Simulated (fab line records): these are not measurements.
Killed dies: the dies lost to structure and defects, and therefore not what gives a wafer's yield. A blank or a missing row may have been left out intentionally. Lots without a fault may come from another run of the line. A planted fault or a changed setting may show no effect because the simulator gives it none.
Commonality check across tools    flow rit cmos    Lots sampled 12, wafers sampled 36

## WHAT PROMPTED THE OPENING
Flagged at RIT_CONTACT_CD_MEAS_08: reading cd nm, on 1 of 12 lots. No-fault wafers: 999.8 nm, standard deviation 2.7.
Rule: a lot is flagged when every wafer of it that has a number lies more than 4 standard deviations from that mean, or none has a number. All remaining lots are regarded as sound.

lot   measured     on         cd nm (nm), wafer by wafer  flag
L245  day 3 09:08  cd sem-02  997.6 997.7 998.0           
L246  day 3 13:19  cd sem-02  998.3 998.8 999.4           
L247  day 3 20:00  cd sem-02  1003.1 1001.7 1002.4        
L248  day 4 03:35  cd sem-02  1000.4 1002.6 1002.0        
L249  day 4 13:14  cd sem-01  1001.9 1001.2 1003.2        
L251  day 4 14:58  cd sem-02  1000.4 1002.5 1000.7        
L255  day 5 11:16  cd sem-01  1006.3 1008.1 1005.2        
L259  day 6 06:37  cd sem-01  1010.8 1016.7 1011.7        FLAGGED
L261  day 6 13:41  cd sem-02  996.9 997.8 999.5           
L263  day 7 04:26  cd sem-01  998.7 1000.7 1000.7         
L264  day 7 07:26  cd sem-02  996.2 997.3 1000.1          
L267  day 7 23:35  cd sem-02  997.1 998.2 998.2           
Average over the flagged lots: 1013.1 nm; offset from the usual +13.3 nm, equal to +5 standard deviations.

## EACH LOT AND THE TOOL IT RAN ON
The record keeps 1 process step preceding the reading, out of 202 steps on the route. In each cell: the tool, then ch and the chambers that the sampled wafers went through, then the start.
lot   flag     RIT_CONTACT_EXPOSE_05
L245           iline stepper-01 ch 0, day 3 08:27
L246           iline stepper-02 ch 0, day 3 12:48
L247           iline stepper-01 ch 0, day 3 19:26
L248           iline stepper-01 ch 0, day 4 03:04
L249           iline stepper-01 ch 0, day 4 12:43
L251           iline stepper-01 ch 0, day 4 14:26
L255           iline stepper-01 ch 0, day 5 10:37
L259  FLAGGED  iline stepper-01 ch 0, day 6 06:04
L261           iline stepper-02 ch 0, day 6 13:10
L263           iline stepper-02 ch 0, day 7 03:55
L264           iline stepper-02 ch 0, day 7 06:55
L267           iline stepper-02 ch 0, day 7 23:04
What is done by these steps:
- RIT_CONTACT_EXPOSE_05: exposes mask M11, target cd 1000 nm.
- RIT_CONTACT_CD_MEAS_08: target cd 1000 nm.

## FLAGGED AGAINST TOTAL, ONE TOOL AT A TIME (gauges that did the reading follow at the end)
step                    tool              lots run  flagged  share of the flagged lots  sound lots run after its first flagged lot
RIT_CONTACT_EXPOSE_05   iline stepper-01  7         1        all                        0
RIT_CONTACT_EXPOSE_05   iline stepper-02  5         0        none                       -
RIT_CONTACT_CD_MEAS_08  cd sem-01         4         1        all                        1 (L263)
RIT_CONTACT_CD_MEAS_08  cd sem-02         8         0        none                       -

## WHAT THE TABLE PERMITS
Every flagged lot went through 2 rows of the table: iline stepper-01 at RIT_CONTACT_EXPOSE_05 and cd sem-01 at RIT_CONTACT_CD_MEAS_08.
- iline stepper-01 at RIT_CONTACT_EXPOSE_05: 1 of its 7 lots flagged. It ran its last sound lot, L255, at day 5 10:37 and its first flagged lot, L259, at day 6 06:04: a fault with its onset between the two fits. Its own readings (exposure dose mJ cm2) fall more than 4 standard deviations out on all wafers of the flagged lots.
- cd sem-01 at RIT_CONTACT_CD_MEAS_08: 1 of its 4 lots flagged. Sound lots followed the first flagged one (L263) on it, something a lasting fault affecting the whole tool could not allow.
Just one tool remains: iline stepper-01 at RIT_CONTACT_EXPOSE_05.

## WHAT HAD BEEN PUT IN BY THE SIMULATOR
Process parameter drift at RIT_CONTACT_EXPOSE_05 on iline stepper-01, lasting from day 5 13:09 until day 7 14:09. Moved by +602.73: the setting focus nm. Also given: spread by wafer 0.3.
Shown lots that were struck: L259. The rule above reached the same finding.
